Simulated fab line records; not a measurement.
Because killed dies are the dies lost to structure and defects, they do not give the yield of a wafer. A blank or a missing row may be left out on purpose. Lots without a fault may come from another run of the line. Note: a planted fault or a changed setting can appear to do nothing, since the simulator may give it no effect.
What tool caused it? + flow berkeleyCmos170 + Sampling: 14 lots, 42 wafers, 4 of 331 route steps

WHAT EACH GAUGE READ, for each wafer
UCB170_PVT_TW_MEAS_09. Usual: PVT_TW gives 505.9 (standard deviation 3).
| lot  | measured     | on           | PVT_TW            | flag |
|------|--------------|--------------|-------------------|------|
| L369 | day 6 00:09  | filmMetro-03 | 506.3 502.7 505.4 |      |
| L370 | day 6 09:34  | filmMetro-01 | 505.1 503.6 502.7 |      |
| L371 | day 7 11:10  | filmMetro-02 | 508.4 506.1 506.7 |      |
| L373 | day 7 11:19  | filmMetro-02 | 508.5 510.1 507.9 |      |
| L372 | day 7 11:37  | filmMetro-02 | 510.0 506.6 507.5 |      |
| L376 | day 8 06:51  | filmMetro-03 | 504.1 505.8 507.3 |      |
| L375 | day 8 06:22  | filmMetro-03 | 502.6 505.7 508.1 |      |
| L374 | day 8 06:41  | filmMetro-03 | 506.7 503.1 506.0 |      |
| L379 | day 9 03:48  | filmMetro-01 | 500.8 505.1 504.1 |      |
| L381 | day 9 09:54  | filmMetro-03 | 509.4 511.3 508.9 |      |
| L382 | day 9 09:43  | filmMetro-03 | 509.6 511.0 509.3 |      |
| L380 | day 9 10:01  | filmMetro-01 | 503.0 505.8 503.7 |      |
| L387 | day 10 11:32 | filmMetro-01 | 502.5 502.3 505.2 |      |
| L389 | day 10 17:33 | filmMetro-03 | 507.9 507.6 508.0 |      |

UCB170_SPACER_THK_MEAS_01. Usual: SPACER_TEOS_THK gives 376 nm (standard deviation 4).
| lot  | measured     | on           | SPACER_TEOS_THK (nm) | flag |
|------|--------------|--------------|----------------------|------|
| L369 | day 6 22:58  | filmMetro-03 | 374 375 374          |      |
| L370 | day 7 07:53  | filmMetro-04 | 372 380 382          |      |
| L371 | day 8 13:37  | filmMetro-04 | 370 381 378          |      |
| L373 | day 8 14:07  | filmMetro-04 | 369 370 379          |      |
| L372 | day 8 14:51  | filmMetro-04 | 373 376 375          |      |
| L376 | day 8 23:56  | filmMetro-03 | 369 374 374          |      |
| L375 | day 8 23:13  | filmMetro-03 | 374 371 377          |      |
| L374 | day 9 00:07  | filmMetro-03 | 376 381 377          |      |
| L379 | day 10 00:12 | filmMetro-03 | 350 346 358          | OFF  |
| L381 | day 10 01:33 | filmMetro-04 | 378 373 378          |      |
| L382 | day 10 01:07 | filmMetro-03 | 347 349 355          | OFF  |
| L380 | day 10 00:48 | filmMetro-03 | 372 371 377          |      |
| L387 | day 11 08:25 | filmMetro-03 | 371 378 384          |      |
| L389 | day 11 15:38 | filmMetro-03 | 375 377 379          |      |

TOOL THAT RAN EACH LOT (tool first, then ch and the chambers of the sampled wafers, then the start)
| lot  | UCB170_PFIELD_STRIP_08             | UCB170_SPACER_CVD_00            |
|------|------------------------------------|---------------------------------|
| L369 | plasmaAsher-04 ch 0,1, day 4 08:37 | pecvd-02 ch 0,1,2, day 6 22:55  |
| L370 | plasmaAsher-03 ch 0,1, day 4 21:44 | pecvd-04 ch 0,1,2, day 7 07:49  |
| L371 | plasmaAsher-01 ch 0,1, day 5 14:50 | pecvd-04 ch 1,2, day 8 13:34    |
| L373 | plasmaAsher-04 ch 0,1, day 5 15:10 | pecvd-03 ch 0,2, day 8 14:04    |
| L372 | plasmaAsher-01 ch 0, day 5 15:50   | pecvd-02 ch 0,2, day 8 14:48    |
| L376 | plasmaAsher-04 ch 0,1, day 6 04:32 | pecvd-03 ch 1,2, day 8 23:53    |
| L375 | plasmaAsher-03 ch 0,1, day 6 04:34 | pecvd-04 ch 0,1,2, day 8 23:09  |
| L374 | plasmaAsher-01 ch 0,1, day 6 04:41 | pecvd-02 ch 0,1, day 9 00:03    |
| L379 | plasmaAsher-03 ch 0,1, day 7 06:37 | pecvd-04 ch 0,1, day 10 00:10   |
| L381 | plasmaAsher-01 ch 1, day 7 17:23   | pecvd-03 ch 0,1, day 10 01:28   |
| L382 | plasmaAsher-04 ch 0,1, day 7 17:44 | pecvd-04 ch 0,1,2, day 10 01:04 |
| L380 | plasmaAsher-01 ch 0,1, day 7 18:06 | pecvd-02 ch 1,2, day 10 00:45   |
| L387 | plasmaAsher-04 ch 0,1, day 8 21:01 | pecvd-02 ch 0,1, day 11 08:21   |
| L389 | plasmaAsher-01 ch 0,1, day 9 04:16 | pecvd-02 ch 0,2, day 11 15:35   |
- UCB170_PFIELD_STRIP_08: strips in O2.
- UCB170_SPACER_CVD_00: deposits SiO2 from TEOS/O2, target thk 376 nm, time 47 s.

AS READ BY THE TOOLS THEMSELVES (means over the sampled wafers that have a number; for cases with no such wafer, the mark the record gives instead)
UCB170_PFIELD_STRIP_08. Usual: drypumpMotorCurrentA 6.22 A, standard deviation 0.21; oesProductAu 0.734 a.u., standard deviation 0.0046; stripTimeToEndpointS 21.61 s, standard deviation 0.071.
| lot  | tool           | drypumpMotorCurrentA (A) | oesProductAu (a.u.) | stripTimeToEndpointS (s) | flag |
|------|----------------|--------------------------|---------------------|--------------------------|------|
| L369 | plasmaAsher-04 | 6.25                     | 0.737               | 21.55                    |      |
| L370 | plasmaAsher-03 | 6.30                     | 0.733               | 21.55                    |      |
| L371 | plasmaAsher-01 | 6.28                     | 0.731               | 21.70                    |      |
| L373 | plasmaAsher-04 | 6.26                     | 0.738               | 21.61                    |      |
| L372 | plasmaAsher-01 | 6.29                     | 0.736               | 21.74                    |      |
| L376 | plasmaAsher-04 | 6.28                     | 0.731               | 21.52                    |      |
| L375 | plasmaAsher-03 | 6.09                     | 0.735               | 21.65                    |      |
| L374 | plasmaAsher-01 | 6.28                     | 0.736               | 21.54                    |      |
| L379 | plasmaAsher-03 | 6.32                     | 0.733               | 21.68                    |      |
| L381 | plasmaAsher-01 | 6.24                     | 0.736               | 21.60                    |      |
| L382 | plasmaAsher-04 | 6.27                     | 0.739               | 21.60                    |      |
| L380 | plasmaAsher-01 | 6.25                     | 0.733               | 21.62                    |      |
| L387 | plasmaAsher-04 | 6.15                     | 0.731               | 21.63                    |      |
| L389 | plasmaAsher-01 | 6.25                     | 0.732               | 21.57                    |      |

UCB170_SPACER_CVD_00. Usual: heaterPowerW 282 W, standard deviation 47.
| lot  | tool     | heaterPowerW (W) | flag |
|------|----------|------------------|------|
| L369 | pecvd-02 | 329              |      |
| L370 | pecvd-04 | 254              |      |
| L371 | pecvd-04 | 242              |      |
| L373 | pecvd-03 | 303              |      |
| L372 | pecvd-02 | 338              |      |
| L376 | pecvd-03 | 242              |      |
| L375 | pecvd-04 | 278              |      |
| L374 | pecvd-02 | 331              |      |
| L379 | pecvd-04 | 268              |      |
| L381 | pecvd-03 | 271              |      |
| L382 | pecvd-04 | 253              |      |
| L380 | pecvd-02 | 309              |      |
| L387 | pecvd-02 | 348              |      |
| L389 | pecvd-02 | 313              |      |

THE ANSWER, worked out from the rows above alone
Rule: a lot is off if the mean of its wafers that have a number lies more than 3 standard deviations from the usual mean. Also off: a lot with no number at a reading for which 4 or more lots have one. All remaining lots with rows at the step are treated as sound. Order of review: gauges by route order, followed by the tools' own readings, for which a lot's mean as printed above is used. The first step at which some lot is off is used, and at that step the reading that is off furthest; a lot without a number counts as furthest.
Off: at UCB170_SPACER_THK_MEAS_01 (SPACER_TEOS_THK), L379, L382.
If a tool, at a process step before that reading, ran all the lots that are off and no sound lot after the first of them, it fits. Those tools and the gauges at UCB170_SPACER_THK_MEAS_01 are tried in the same way. One candidate fits, namely pecvd-04 at UCB170_SPACER_CVD_00. A fault onset in the window from L375 (day 8 23:09, its last sound lot) to L379 (day 10 00:10, its first lot off) fits.

WHAT WAS PUT IN BY THE SIMULATOR
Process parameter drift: pecvd-04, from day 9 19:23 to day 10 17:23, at UCB170_SPACER_CVD_00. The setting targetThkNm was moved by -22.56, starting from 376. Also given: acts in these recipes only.
Shown lots that were struck: L379, L382. Same finding as the rule above.
